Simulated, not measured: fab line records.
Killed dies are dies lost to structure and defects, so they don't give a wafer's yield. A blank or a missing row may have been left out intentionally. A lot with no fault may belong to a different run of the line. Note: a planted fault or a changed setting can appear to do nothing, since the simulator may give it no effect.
2 desks looking at one fault || flow berkeley-cmos170 || each desk has only its own numbers; what lay behind them comes last

FROM THE METROLOGY DESK
What the gauges read, lot by lot, whatever tool the lot ran on: means of the sampled wafers that have a number. Marked OUT: a lot whose mean sits more than 4 standard deviations from the usual mean, which makes it out of limits; the brackets give that distance.
Columns: A = M1_OVL at UCB170_M1_OVL_MEAS_10, usual 6 nm; B = V2_OVL at UCB170_V2_OVL_MEAS_13, usual 0 nm
{"lot": "L685", "first seen here": "day 8 01:28", "A": 1, "B": 2}
{"lot": "L686", "first seen here": "day 8 10:53", "A": 8, "B": -2}
{"lot": "L694", "first seen here": "day 9 23:32", "A": 9, "B": "-"}
{"lot": "L696", "first seen here": "day 10 14:57", "A": 3, "B": 0}
{"lot": "L700", "first seen here": "day 11 01:40", "A": 2, "B": -4}
{"lot": "L698", "first seen here": "day 11 01:54", "A": 13, "B": 3}
{"lot": "L702", "first seen here": "day 12 00:34", "A": 13, "B": 0}
{"lot": "L703", "first seen here": "day 12 04:05", "A": 6, "B": -4}
{"lot": "L701", "first seen here": "day 12 04:15", "A": 3, "B": -7}
{"lot": "L704", "first seen here": "day 12 06:42", "A": 4, "B": 3}
{"lot": "L705", "first seen here": "day 12 06:59", "A": 2, "B": 1}
{"lot": "L706", "first seen here": "day 13 08:26", "A": 5, "B": 1}
{"lot": "L708", "first seen here": "day 13 12:34", "A": 7, "B": -2}
This desk's verdict: no lot among the 13 shows anything out of limits.

AT THE TOOL OWNER'S DESK: krf-scanner-01
The tool's own readings at UCB170_M2_EXPOSE_12 (exposes mask METAL2, target cd 700 nm): means of the sampled wafers that have a number, for each lot that ran on this tool. Marked OUT: a lot whose mean sits more than 4 standard deviations from the usual mean, which makes it out of limits; the brackets give that distance.
Columns: A = exposure-dose-mJ-cm2 at UCB170_M2_EXPOSE_12, usual 24.92; B = focus-offset-nm at UCB170_M2_EXPOSE_12, usual 0.0 nm
{"lot": "L685", "first seen here": "day 8 09:13", "A": 24.78, "B": -0.2}
{"lot": "L686", "first seen here": "day 8 22:44", "A": 24.80, "B": 0.1}
{"lot": "L696", "first seen here": "day 10 22:03", "A": 24.83, "B": 0.2}
{"lot": "L700", "first seen here": "day 11 07:19", "A": 24.83, "B": -0.2}
{"lot": "L704", "first seen here": "day 12 13:43", "A": 24.81, "B": -0.1}
{"lot": "L705", "first seen here": "day 12 16:06", "A": 24.82, "B": 0.1}
{"lot": "L706", "first seen here": "day 13 18:23", "A": 24.83, "B": 0.2}
This desk's verdict: no lot among the 7 shows anything out of limits.

PUT TOGETHER
Metrology desk: nothing out of limits seen.
Nothing out of limits was seen by the tool owner's desk.

WHAT WAS PUT IN BY THE SIMULATOR
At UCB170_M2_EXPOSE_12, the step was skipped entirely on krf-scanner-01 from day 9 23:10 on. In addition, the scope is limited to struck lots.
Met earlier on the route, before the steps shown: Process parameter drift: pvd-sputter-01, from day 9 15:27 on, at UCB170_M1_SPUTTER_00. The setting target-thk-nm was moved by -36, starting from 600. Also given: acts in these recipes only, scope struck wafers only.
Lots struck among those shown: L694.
